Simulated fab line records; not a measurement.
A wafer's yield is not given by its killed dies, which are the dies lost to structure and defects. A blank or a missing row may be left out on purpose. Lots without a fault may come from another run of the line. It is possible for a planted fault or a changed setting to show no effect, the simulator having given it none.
Struck lot and sound lot, side by side / flow berkeley cmos170 / 16 steps out of a route of 331
Sound: these wafers, L575.1, L575.2, L575.6. Wafers struck: L577.3, L577.4, L577.5. The cause is given at the end.
Per side, at each step with rows, come the tool, then ch with its chambers, and then its first start. Under that, the readings that differ: sound wafers / struck wafers / difference of the means / sigmas: that difference in standard deviations of wafers without a fault.
alike: readings with means less than 2 such deviations apart, plus words and numbers identical on both sides. not compared: withheld readings, readings lacking a value on some wafer, bounds such as >300 that could conceal the same value, and numbers that have no deviation in the record and whose values overlap.
A row with sigmas, a row that says differs or no value, or rows on one side alone: a step with any of these is where the two part. Numbers that don't overlap but have no deviation are shown without sigmas and don't part them. A reading that every wafer of one side lacks parts them only if that side has two wafers or more.

UCB170_ACTIVE_THK_MEAS_03:
  sound on film metro-03, day 7 01:12; struck on film metro-04, day 7 11:04
  alike: ACTIVE_OXIDE_THK
then, 2 steps without rows for these wafers: UCB170_ACTIVE_ANNEAL_04 (time 900 s); UCB170_ACTIVE_CVD_05 (deposits Si3N4 from SiH2Cl2/NH3, target thk 220 nm, time 3300 s).
UCB170_ACTIVE_THK_MEAS_06:
  sound on film metro-01, day 7 09:17; struck on film metro-01, day 7 16:50
  alike: ACTIVE_NITRIDE_THK
then, 6 steps without rows for these wafers: UCB170_ACTIVE_HMDS_07 (prime time 60 s); UCB170_ACTIVE_COAT_08 (resist thk 890 nm); UCB170_ACTIVE_SOFTBAKE_09 (time 60 s); UCB170_ACTIVE_EXPOSE_10 (exposes mask ACTIVE, target cd 1200 nm); UCB170_ACTIVE_PEB_11; UCB170_ACTIVE_DEVELOP_12 (develop time 43.75 s).
UCB170_ACTIVE_CD_MEAS_13: target cd 1200 nm.
  sound on cd sem-02, day 7 11:24; struck on cd sem-02, day 7 18:35
  alike: cd nm
UCB170_ACTIVE_OVL_MEAS_14:
  sound on overlay-01, day 7 11:31; struck on overlay-01, day 7 18:42
  alike: ACTIVE_OVL
UCB170_ACTIVE_ETCH_15: etches Si3N4 in CH3F/Ar/O2, stops on SiO2, target depth 242 nm, time 151 s.
  sound on rie diel-02 ch 1,2,3, day 7 11:34; struck on rie diel-02 ch 2,3, day 7 18:43
reading=oes product au (a.u.); sound=0.948 0.944 0.918; struck=0.841 0.864 0.844; difference=-0.087; sigmas=-7
reading=model.KrF_of_ACTIVE_COAT_08.thk nm (nm); sound=716.8 719.4 717.6; struck=751.4 756.5 756.7; difference=+36.9; sigmas=
reading=model.etch.depth nm (nm); sound=217.7 219.1 221.4; struck=188.5 186 186.5; difference=-32.4; sigmas=
reading=model.SiO2_of_ACTIVE_OXIDATION_02.thk nm (nm); sound=22.92 23.18 22.96; struck=23.71 23.53 23.67; difference=+0.62; sigmas=
  alike: drypump motor current A, throttle valve pct
  not compared: rf hours counter h
UCB170_ACTIVE_STRIP_16: strips in O2.
  sound on plasma asher-03 ch 0,1, day 7 11:40; struck on plasma asher-01 ch 0,1, day 7 18:52
reading=strip time to endpoint s (s); sound=17.91 17.97 17.92; struck=18.73 18.86 18.86; difference=+0.88; sigmas=+10
  alike: drypump motor current A, oes product au
  not compared: rf hours counter h
UCB170_ACTIVE_CD_MEAS_90: target cd 1200 nm.
  sound on cd sem-02, day 7 11:53; struck on cd sem-01, day 7 18:58
  alike: cd nm
-- the record jumps here: 4 days lie between the struck wafers' starts before and after (it left off in module ACTIVE and takes up again in module M3, whose first step shown is number 331 of the route) --
UCB170_M3_PROBE_99:
  rows exist in the record for the struck wafers here (prober-01, day 11 21:06), but not for the sound ones

== WHERE THEY PART ==
At UCB170_ACTIVE_ETCH_15 first; at UCB170_M3_PROBE_99 last (within this record only).

WHY: the cause the simulator had injected
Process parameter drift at UCB170_ACTIVE_ETCH_15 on rie diel-02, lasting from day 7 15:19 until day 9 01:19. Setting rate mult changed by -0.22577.
